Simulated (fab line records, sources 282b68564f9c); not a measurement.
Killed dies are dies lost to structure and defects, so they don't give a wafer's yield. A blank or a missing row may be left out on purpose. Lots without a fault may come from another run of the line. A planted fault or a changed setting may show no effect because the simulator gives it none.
Which tool did it? | flow rit_cmos | 15 lots, 45 wafers sampled, at 2 steps of a route of 202

WHAT THE GAUGES READ, wafer by wafer
RIT_ACTIVE_CD_MEAS_11: target cd 1400 nm.
lot  | measured    | on        | cd_nm (nm)
L569 | day 1 20:28 | cd_sem-02 | 1396.9 1400.3 1398.8
L571 | day 2 06:11 | cd_sem-01 | 1400.3 1401.9 1401.0
L572 | day 2 11:08 | cd_sem-02 | 1403.3 1400.1 1402.4
L573 | day 2 16:51 | cd_sem-02 | 1399.9 1400.1 1400.1
L575 | day 3 03:25 | cd_sem-01 | 1401.2 1400.5 1400.2
L580 | day 4 03:31 | cd_sem-02 | 1425.1 1424.4 1428.0
L581 | day 4 08:40 | cd_sem-02 | 1426.2 1426.2 1425.5
L582 | day 4 13:26 | cd_sem-02 | 1419.5 1420.8 1420.9
L584 | day 4 22:36 | cd_sem-01 | 1400.8 1399.8 1400.3
L585 | day 5 03:47 | cd_sem-02 | 1396.2 1398.2 1398.4
L586 | day 5 09:40 | cd_sem-02 | 1398.5 1398.5 1400.7
L587 | day 5 13:38 | cd_sem-01 | 1402.3 1401.3 1403.3
L589 | day 5 23:47 | cd_sem-01 | 1395.1 1398.9 1397.1
L590 | day 6 05:24 | cd_sem-01 | 1399.3 1396.7 1400.4
L591 | day 6 09:29 | cd_sem-02 | 1397.2 1398.9 1398.5

WHICH TOOL RAN EACH LOT (tool, then ch and the chambers of the sampled wafers, then the start)
lot  | RIT_ACTIVE_COAT_06
L569 | litho_track-02 ch 0, day 1 19:29
L571 | litho_track-04 ch 0, day 2 05:22
L572 | litho_track-04 ch 0, day 2 10:19
L573 | litho_track-01 ch 0, day 2 15:59
L575 | litho_track-01 ch 0, day 3 02:44
L580 | litho_track-04 ch 0, day 4 02:41
L581 | litho_track-04 ch 0, day 4 07:51
L582 | litho_track-04 ch 0, day 4 12:45
L584 | litho_track-02 ch 0, day 4 21:47
L585 | litho_track-01 ch 0, day 5 03:05
L586 | litho_track-01 ch 0, day 5 08:47
L587 | litho_track-02 ch 0, day 5 12:44
L589 | litho_track-01 ch 0, day 5 22:58
L590 | litho_track-02 ch 0, day 6 04:39
L591 | litho_track-01 ch 0, day 6 08:47
- RIT_ACTIVE_COAT_06: resist thk 1000 nm.

WHAT THE TOOLS THEMSELVES READ (means of the sampled wafers that have a number; where no wafer has one, the mark that the record gives instead)
RIT_ACTIVE_COAT_06.
lot  | tool           | exhaust_pa (Pa)
L569 | litho_track-02 | 46.1
L571 | litho_track-04 | 44.1
L572 | litho_track-04 | 46.3
L573 | litho_track-01 | 45.7
L575 | litho_track-01 | 46.1
L580 | litho_track-04 | 45.7
L581 | litho_track-04 | 44.6
L582 | litho_track-04 | 44.9
L584 | litho_track-02 | 45.4
L585 | litho_track-01 | 45.6
L586 | litho_track-01 | 44.4
L587 | litho_track-02 | 45.7
L589 | litho_track-01 | 45.2
L590 | litho_track-02 | 44.4
L591 | litho_track-01 | 44.2

THE ANSWER, worked out from the rows above alone
Rule: what is usual is taken from the lots themselves. Put in order of their means at a reading, lots are off if they are a third of the lots or fewer, leave a main group of 4 or more, and stand apart from it by a gap of 3 or more times the standard deviation of the main group's means; of several such gaps the widest counts. A main group whose means are all the same, to the digits that the tables above print for the reading, isn't used. A lot without any number at a reading at which 4 lots or more have one is off too. The other lots that the step has rows for count as sound. The gauges are gone through in route order, then the tools' own readings, and for those a lot's mean is taken as printed above. The first step at which some lot is off is used, and at that step the reading that is off furthest; a lot without a number counts as furthest.
Off: L580, L581, L582, at RIT_ACTIVE_CD_MEAS_11 (cd_nm). The main group: mean 1399.7 nm, standard deviation 1.6.
A tool fits if, at a process step before that reading, it ran every lot that is off, and no sound lot after the first of them. The gauges at RIT_ACTIVE_CD_MEAS_11 are tried like those tools. One fits: litho_track-04 at RIT_ACTIVE_COAT_06. Its last sound lot is L572 (day 2 10:19), its first lot that is off L580 (day 4 02:41): a fault that began between those two fits.

WHAT THE SIMULATOR HAD PUT IN
Process parameter drift: litho_track-04, from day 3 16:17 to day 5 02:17, at RIT_ACTIVE_COAT_06. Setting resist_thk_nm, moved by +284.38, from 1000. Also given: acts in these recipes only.
Lots struck among those shown: L580, L581, L582. The rule above found the same.
